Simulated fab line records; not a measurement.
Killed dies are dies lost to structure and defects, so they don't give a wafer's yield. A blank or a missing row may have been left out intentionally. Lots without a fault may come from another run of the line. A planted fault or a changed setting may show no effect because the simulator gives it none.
Code-filled problem report in 8D (eight disciplines) form    flow rit_cmos    the parts of the form that need people (team, actions taken, sign-off) are left out

1. PROBLEM STATEMENT
Wafers without a fault read 0.0, standard deviation 0.2; killed_at_contacts at RIT_M1_PROBE_99 reads a mean of 6.5 on 4 wafers belonging to 2 lots. That puts it +32 standard deviations away from the usual mean.
The first sign was on wafer L981.3 at day 6 15:37, on prober-01. The record has a number at this step for 9 wafers belonging to 3 lots. Rule for "out" (also "out of limits"): further than 4 standard deviations from the usual mean. The rest of the wafers with a number are treated as sound.

2. WHAT THIS IS AND IS NOT
question                     is                              is not
which readings at this step  killed_at_contacts              killed_at_M0_to_M3, killed_at_front_end, killed_short
which lots                   L981, L984                      L985
which wafers of those lots   L981.3, L981.6, L984.1, L984.4  L981.4, L984.3
read on which tools          prober-01, prober-02            -
when                         from day 6 15:37                up to then (0 sound wafers); but 5 sound wafers of L981, L984, L985 came after

3. SUSPECTS, AND WHAT RULES EACH OUT
Counting: a tool at a process step up to the reading stays a suspect if it ran every lot that is out. Sound lots after the first of them don't rule it out here, since some wafers of a struck lot are sound.
- pecvd-03 at RIT_CONTACT_CVD_00 (deposits SiO2 from TEOS, target thk 400 nm, time 61 s): kept. It ran every lot that is out, first L981 (day 6 08:41).
- At RIT_CONTACT_CVD_00 on pecvd-03, chamber 1 took the sound wafers of the same lots and chamber 0 took the wafers that are out.
Remaining after the count: pecvd-03 at RIT_CONTACT_CVD_00.

4. THE CAUSE (what the simulator had put in)
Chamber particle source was pecvd-03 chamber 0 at RIT_CONTACT_CVD_00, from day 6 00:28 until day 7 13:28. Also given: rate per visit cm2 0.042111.
Counting left only this tool.

5. SEQUENCE OF EFFECTS, ordered by route
Each row: a reading where the mean over the struck wafers with a number is more than 3 standard deviations away from the usual. Only readings for which the record gives a usual standard deviation are gone through. hours: the time from each lot's start at the first step in this table that gives one to its start at this step, as a median over the lots. sigmas: the change in usual standard deviations.
hours  step             reading             usual  on struck wafers  change  sigmas
0      RIT_M1_PROBE_99  killed_at_contacts  0.0    6.5               +6.5    +32
Its process steps:
- RIT_M1_PROBE_99

6. WHAT WOULD HAVE CAUGHT IT SOONER
15 hours passed between the start of the fault at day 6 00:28 and the first reading out of limits in this record, taken at day 6 15:37.
Of the tool readings at RIT_CONTACT_CVD_00 for which the record gives a usual standard deviation, none was out on any struck wafer, so an alarm limit of 4 standard deviations on them would not have fired.
L984, from the lots that are out (2), started RIT_CONTACT_CVD_00 on pecvd-03 later than day 6 15:37. A tool hold placed at that time would have kept it from harm.
